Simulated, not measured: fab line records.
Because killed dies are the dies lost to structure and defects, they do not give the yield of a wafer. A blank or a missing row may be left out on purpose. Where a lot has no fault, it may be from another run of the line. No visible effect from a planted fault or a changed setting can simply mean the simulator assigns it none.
Check for tools in common    flow rit_cmos    Sampled: 14 lots, 42 wafers

REASON FOR OPENING
Of 14 lots, 3 have the reading GATE_OVL flagged at RIT_GATE_OVL_MEAS_17. No-fault wafers: -0.9 nm, standard deviation 1.4.
Rule: a lot gets a flag if all its wafers with a number sit over 4 standard deviations from that mean, or if no wafer of it has a number. The other lots count as sound.

lot   measured     on          GATE_OVL (nm), wafer by wafer  flag
L386  day 2 14:23  overlay-01  -1.5 -1.1 -0.4                 
L387  day 2 22:35  overlay-01  -3.7 -0.7 -0.6                 
L388  day 3 02:30  overlay-01  -0.9 -1.4 -1.4                 
L389  day 3 05:13  overlay-01  -1.7 -1.5 -0.5                 
L390  day 3 13:14  overlay-02  -0.2 0.8 1.1                   
L391  day 3 16:43  overlay-01  0.6 2.7 -0.4                   
L392  day 3 23:17  overlay-01  128.3 128.8 127.1              FLAGGED
L393  day 4 02:07  overlay-01  129.1 130.2 130.0              FLAGGED
L396  day 4 20:03  overlay-02  128.3 127.9 129.9              FLAGGED
L398  day 5 05:17  overlay-02  0.0 -0.9 -3.5                  
L400  day 5 15:56  overlay-02  0.4 -0.5 -2.4                  
L402  day 5 23:38  overlay-02  -3.7 -1.6 -3.3                 
L403  day 6 06:19  overlay-02  0.7 -0.9 -1.7                  
L404  day 6 12:29  overlay-01  1.1 0.9 1.1                    
The numbers of the flagged lots are 128.8 nm on average: +129.7 nm against the usual, or +93 standard deviations.

WHICH TOOL RAN EACH LOT
Before the reading, the record contains 2 process steps out of a 202-step route. Read each cell as the tool, then ch plus the chambers that the sampled wafers visited, then the start.
lot   flag     RIT_PWELL_SOFTBAKE_02             RIT_GATE_EXPOSE_13
L386           litho_track-02 ch 0, day 1 23:34  iline_stepper-02 ch 0, day 2 13:53
L387           litho_track-01 ch 0, day 2 04:22  iline_stepper-01 ch 0, day 2 22:05
L388           litho_track-03 ch 0, day 2 11:01  iline_stepper-01 ch 0, day 3 01:59
L389           litho_track-01 ch 0, day 2 13:20  iline_stepper-02 ch 0, day 3 04:40
L390           litho_track-01 ch 0, day 2 18:56  iline_stepper-02 ch 0, day 3 12:38
L391           litho_track-02 ch 0, day 3 00:55  iline_stepper-01 ch 0, day 3 16:11
L392  FLAGGED  litho_track-02 ch 0, day 3 05:44  iline_stepper-01 ch 0, day 3 22:47
L393  FLAGGED  litho_track-02 ch 0, day 3 09:42  iline_stepper-01 ch 0, day 4 01:19
L396  FLAGGED  litho_track-01 ch 0, day 4 01:46  iline_stepper-01 ch 0, day 4 19:28
L398           litho_track-03 ch 0, day 4 12:56  iline_stepper-02 ch 0, day 5 04:47
L400           litho_track-03 ch 0, day 4 21:11  iline_stepper-02 ch 0, day 5 15:26
L402           litho_track-01 ch 0, day 5 05:56  iline_stepper-02 ch 0, day 5 23:08
L403           litho_track-03 ch 0, day 5 13:23  iline_stepper-02 ch 0, day 6 05:49
L404           litho_track-02 ch 0, day 5 18:51  iline_stepper-02 ch 0, day 6 11:59
What these steps do:
- RIT_PWELL_SOFTBAKE_02: time 62.36 s.
- RIT_GATE_EXPOSE_13: exposes mask M6, target cd 150 nm.
- RIT_GATE_OVL_MEAS_17

FLAGGED AGAINST TOTAL, ONE TOOL AT A TIME (gauges that did the reading follow at the end)
step                   tool              lots run  flagged  share of the flagged lots  sound lots run after its first flagged lot
RIT_PWELL_SOFTBAKE_02  litho_track-01    5         1        some                       1 (L402)
RIT_PWELL_SOFTBAKE_02  litho_track-02    5         2        some                       1 (L404)
RIT_PWELL_SOFTBAKE_02  litho_track-03    4         0        none                       -
RIT_GATE_EXPOSE_13     iline_stepper-01  6         3        all                        0
RIT_GATE_EXPOSE_13     iline_stepper-02  8         0        none                       -
RIT_GATE_OVL_MEAS_17   overlay-01        8         2        some                       1 (L404)
RIT_GATE_OVL_MEAS_17   overlay-02        6         1        some                       4 (L398,L400,L402,L403)

THE TABLE: WHAT IT ALLOWS
Rows of the table that ran each flagged lot: 1, that is iline_stepper-01 at RIT_GATE_EXPOSE_13.
- iline_stepper-01 at RIT_GATE_EXPOSE_13 ran 6 lots, 3 of them flagged. Its last sound lot is L391 (day 3 16:11), its first flagged lot L392 (day 3 22:47): a fault that began between those two fits.
One tool is left: iline_stepper-01 at RIT_GATE_EXPOSE_13.

WHAT HAD BEEN PUT IN BY THE SIMULATOR
Scanner matching overlay: iline_stepper-01, from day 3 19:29 on, at RIT_GATE_EXPOSE_13. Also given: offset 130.
Lots struck among those shown: L392, L393, L396. The rule above reached the same finding.
